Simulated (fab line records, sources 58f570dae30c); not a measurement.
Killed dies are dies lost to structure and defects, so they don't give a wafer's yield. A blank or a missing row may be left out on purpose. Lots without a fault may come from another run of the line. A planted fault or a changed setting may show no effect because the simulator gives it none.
Which tool did it? | flow berkeley_cmos170 | 14 lots, 42 wafers sampled, at 6 steps of a route of 331

WHAT THE GAUGES READ, wafer by wafer
UCB170_M3_RS_MEAS_02: measures by four-point-probe.
lot  | measured     | on            | M3_AL_RS (ohm/sq)
L280 | day 8 03:36  | film_metro-01 | 0.0323 0.0321 0.0323
L282 | day 8 17:12  | film_metro-03 | 0.0324 0.0321 0.0320
L283 | day 9 03:29  | film_metro-04 | 0.0326 0.0321 0.0322
L285 | day 9 15:55  | film_metro-03 | 0.0329 0.0321 0.0323
L287 | day 10 05:50 | film_metro-01 | 0.0332 0.0325 0.0324
L288 | day 10 06:05 | film_metro-03 | 0.0320 0.0321 0.0323
L289 | day 10 10:51 | film_metro-01 | 0.0319 0.0321 0.0325
L292 | day 10 16:29 | film_metro-03 | 0.0318 0.0318 0.0318
L293 | day 10 16:19 | film_metro-04 | 0.0323 0.0326 0.0326
L294 | day 11 02:08 | film_metro-01 | 0.0192 0.0323 0.0321
L296 | day 12 03:04 | film_metro-03 | 0.0320 0.0321 0.0191
L297 | day 12 03:20 | film_metro-04 | 0.0326 0.0322 0.0326
L298 | day 12 03:37 | film_metro-01 | 0.0331 0.0325 0.0326
L299 | day 12 09:02 | film_metro-04 | 0.0317 0.0316 0.0315

UCB170_M3_THK_MEAS_03: measures by xrf.
lot  | measured     | on            | M3_AL_THK (nm)
L280 | day 8 03:43  | film_metro-01 | 898 896 893
L282 | day 8 17:19  | film_metro-03 | 886 895 903
L283 | day 9 03:36  | film_metro-04 | 885 910 901
L285 | day 9 16:01  | film_metro-03 | 881 895 895
L287 | day 10 05:56 | film_metro-01 | 872 885 889
L288 | day 10 06:11 | film_metro-03 | 901 899 893
L289 | day 10 10:58 | film_metro-01 | 910 902 892
L292 | day 10 16:36 | film_metro-03 | 909 909 910
L293 | day 10 16:26 | film_metro-04 | 894 892 887
L294 | day 11 02:16 | film_metro-01 | 1498 897 901
L296 | day 12 03:11 | film_metro-03 | 905 903 1508
L297 | day 12 03:26 | film_metro-04 | 895 905 893
L298 | day 12 03:44 | film_metro-01 | 871 885 883
L299 | day 12 09:08 | film_metro-04 | 917 920 923

UCB170_M3_CD_MEAS_15: target cd 700 nm.
lot  | measured     | on        | cd_nm (nm)
L280 | day 8 06:47  | cd_sem-01 | 699.6 698.3 699.9
L282 | day 8 19:20  | cd_sem-01 | 698.1 699.5 698.8
L283 | day 9 06:17  | cd_sem-02 | 698.9 698.9 700.0
L285 | day 9 17:40  | cd_sem-01 | 699.5 700.2 700.7
L287 | day 10 07:57 | cd_sem-02 | 700.0 699.3 698.8
L288 | day 10 08:13 | cd_sem-02 | 701.2 699.1 700.6
L289 | day 10 13:10 | cd_sem-01 | 700.8 702.1 701.0
L292 | day 10 18:44 | cd_sem-01 | 700.8 700.1 700.7
L293 | day 10 18:29 | cd_sem-01 | 698.8 698.8 699.2
L294 | day 11 04:01 | cd_sem-01 | 701.3 699.2 699.1
L296 | day 12 06:29 | cd_sem-01 | 699.0 700.1 698.0
L297 | day 12 06:55 | cd_sem-01 | 701.3 701.2 700.7
L298 | day 12 07:29 | cd_sem-02 | 698.6 698.8 698.6
L299 | day 12 10:54 | cd_sem-01 | 696.7 697.0 698.3

WHICH TOOL RAN EACH LOT (tool, then ch and the chambers of the sampled wafers, then the start)
lot  | UCB170_CONTACT_ETCH_17             | UCB170_CONTACT_STRIP_19              | UCB170_M3_SPUTTER_01
L280 | rie_diel-03 ch 0,1,2, day 7 11:36  | plasma_asher-02 ch 0,1, day 7 11:46  | pvd_sputter-04, day 8 03:31
L282 | rie_diel-04 ch 0,1, day 7 23:20    | plasma_asher-02 ch 0,1, day 7 23:30  | pvd_sputter-04, day 8 17:05
L283 | rie_diel-02 ch 0,3, day 8 06:28    | plasma_asher-02 ch 0,1, day 8 06:38  | pvd_sputter-01, day 9 03:24
L285 | rie_diel-04 ch 2,3, day 9 00:29    | plasma_asher-04 ch 0, day 9 00:39    | pvd_sputter-03, day 9 15:49
L287 | rie_diel-02 ch 0,1,3, day 9 11:26  | plasma_asher-02 ch 0,1, day 9 11:37  | pvd_sputter-01, day 10 05:44
L288 | rie_diel-03 ch 1,3, day 9 11:57    | plasma_asher-04 ch 0,1, day 9 12:09  | pvd_sputter-03, day 10 05:58
L289 | rie_diel-04 ch 1,2, day 9 18:21    | plasma_asher-02 ch 0,1, day 9 18:31  | pvd_sputter-01, day 10 10:45
L292 | rie_diel-04 ch 0,1, day 9 23:21    | plasma_asher-02 ch 0,1, day 9 23:31  | pvd_sputter-04, day 10 16:24
L293 | rie_diel-04 ch 0,2,3, day 9 23:44  | plasma_asher-02 ch 0, day 9 23:54    | pvd_sputter-03, day 10 16:14
L294 | rie_diel-04 ch 0,1,2, day 10 09:03 | plasma_asher-01 ch 0,1, day 10 09:13 | pvd_sputter-03, day 11 02:03
L296 | rie_diel-04 ch 0,1,2, day 11 07:01 | plasma_asher-01 ch 0,1, day 11 07:11 | pvd_sputter-03, day 12 02:58
L297 | rie_diel-02 ch 1,2, day 11 08:10   | plasma_asher-04 ch 0,1, day 11 08:20 | pvd_sputter-04, day 12 03:14
L298 | rie_diel-02 ch 0,1, day 11 09:58   | plasma_asher-02 ch 0,1, day 11 10:08 | pvd_sputter-01, day 12 03:31
L299 | rie_diel-03 ch 0,1,3, day 11 17:06 | plasma_asher-01 ch 0,1, day 11 17:16 | pvd_sputter-04, day 12 08:55
- UCB170_CONTACT_ETCH_17: etches BARC in N2/H2.
- UCB170_CONTACT_STRIP_19: strips in O2.
- UCB170_M3_SPUTTER_01: material Al, target thk 900 nm, time 120 s.

WHAT THE TOOLS THEMSELVES READ (means of the sampled wafers that have a number; where no wafer has one, the mark that the record gives instead)
UCB170_CONTACT_ETCH_17.
lot  | tool        | drypump_motor_current_A (A) | oes_product_au (a.u.) | throttle_valve_pct (%)
L280 | rie_diel-03 | 5.6                         | 1.006                 | 13.33
L282 | rie_diel-04 | 5.9                         | 1.004                 | 13.40
L283 | rie_diel-02 | 5.4                         | 0.976                 | 13.15
L285 | rie_diel-04 | 5.9                         | 0.990                 | 13.33
L287 | rie_diel-02 | 5.5                         | 0.984                 | 13.23
L288 | rie_diel-03 | 5.4                         | 0.998                 | 13.48
L289 | rie_diel-04 | 5.9                         | 0.977                 | 13.35
L292 | rie_diel-04 | 5.9                         | 0.996                 | 13.40
L293 | rie_diel-04 | 6.0                         | 1.000                 | 13.37
L294 | rie_diel-04 | 6.0                         | 0.983                 | 13.37
L296 | rie_diel-04 | 6.0                         | 0.990                 | 13.37
L297 | rie_diel-02 | 5.3                         | 1.011                 | 13.29
L298 | rie_diel-02 | 5.8                         | 0.991                 | 13.23
L299 | rie_diel-03 | 5.3                         | 0.991                 | 13.40

UCB170_CONTACT_STRIP_19.
lot  | tool            | drypump_motor_current_A (A) | oes_product_au (a.u.)
L280 | plasma_asher-02 | 5.8                         | 0.728
L282 | plasma_asher-02 | 5.8                         | 0.728
L283 | plasma_asher-02 | 6.0                         | 0.726
L285 | plasma_asher-04 | 5.8                         | 0.723
L287 | plasma_asher-02 | 5.8                         | 0.724
L288 | plasma_asher-04 | 5.8                         | 0.723
L289 | plasma_asher-02 | 5.8                         | 0.724
L292 | plasma_asher-02 | 6.0                         | 0.719
L293 | plasma_asher-02 | 6.2                         | 0.723
L294 | plasma_asher-01 | 5.4                         | 0.722
L296 | plasma_asher-01 | 5.5                         | 0.723
L297 | plasma_asher-04 | 6.0                         | 0.722
L298 | plasma_asher-02 | 6.0                         | 0.721
L299 | plasma_asher-01 | 5.6                         | 0.726

UCB170_M3_SPUTTER_01.
lot  | tool           | throttle_valve_pct (%)
L280 | pvd_sputter-04 | 30.7
L282 | pvd_sputter-04 | 29.8
L283 | pvd_sputter-01 | 29.7
L285 | pvd_sputter-03 | 31.3
L287 | pvd_sputter-01 | 30.1
L288 | pvd_sputter-03 | 31.5
L289 | pvd_sputter-01 | 30.0
L292 | pvd_sputter-04 | 29.7
L293 | pvd_sputter-03 | 31.1
L294 | pvd_sputter-03 | 30.7
L296 | pvd_sputter-03 | 31.4
L297 | pvd_sputter-04 | 29.9
L298 | pvd_sputter-01 | 30.2
L299 | pvd_sputter-04 | 29.5

THE ANSWER, worked out from the rows above alone
Rule: what is usual is taken from the lots themselves. Put in order of their means at a reading, lots are off if they are a third of the lots or fewer, leave a main group of 4 or more, and stand apart from it by a gap of 3 or more times the standard deviation of the main group's means; of several such gaps the widest counts. A main group whose means are all the same, to the digits that the tables above print for the reading, isn't used. A lot without any number at a reading at which 4 lots or more have one is off too. The other lots that the step has rows for count as sound. The gauges are gone through in route order, then the tools' own readings, and for those a lot's mean is taken as printed above. The first step at which some lot is off is used, and at that step the reading that is off furthest; a lot without a number counts as furthest.
Off: L294, L296, at UCB170_M3_RS_MEAS_02 (M3_AL_RS). The main group: mean 0.0323 ohm/sq, standard deviation 0.00032.
A tool fits if, at a process step before that reading, it ran every lot that is off, and no sound lot after the first of them. The gauges at UCB170_M3_RS_MEAS_02 are tried like those tools. Can't be told from this: 2 tools fit, rie_diel-04 at UCB170_CONTACT_ETCH_17, pvd_sputter-03 at UCB170_M3_SPUTTER_01.

WHAT THE SIMULATOR HAD PUT IN
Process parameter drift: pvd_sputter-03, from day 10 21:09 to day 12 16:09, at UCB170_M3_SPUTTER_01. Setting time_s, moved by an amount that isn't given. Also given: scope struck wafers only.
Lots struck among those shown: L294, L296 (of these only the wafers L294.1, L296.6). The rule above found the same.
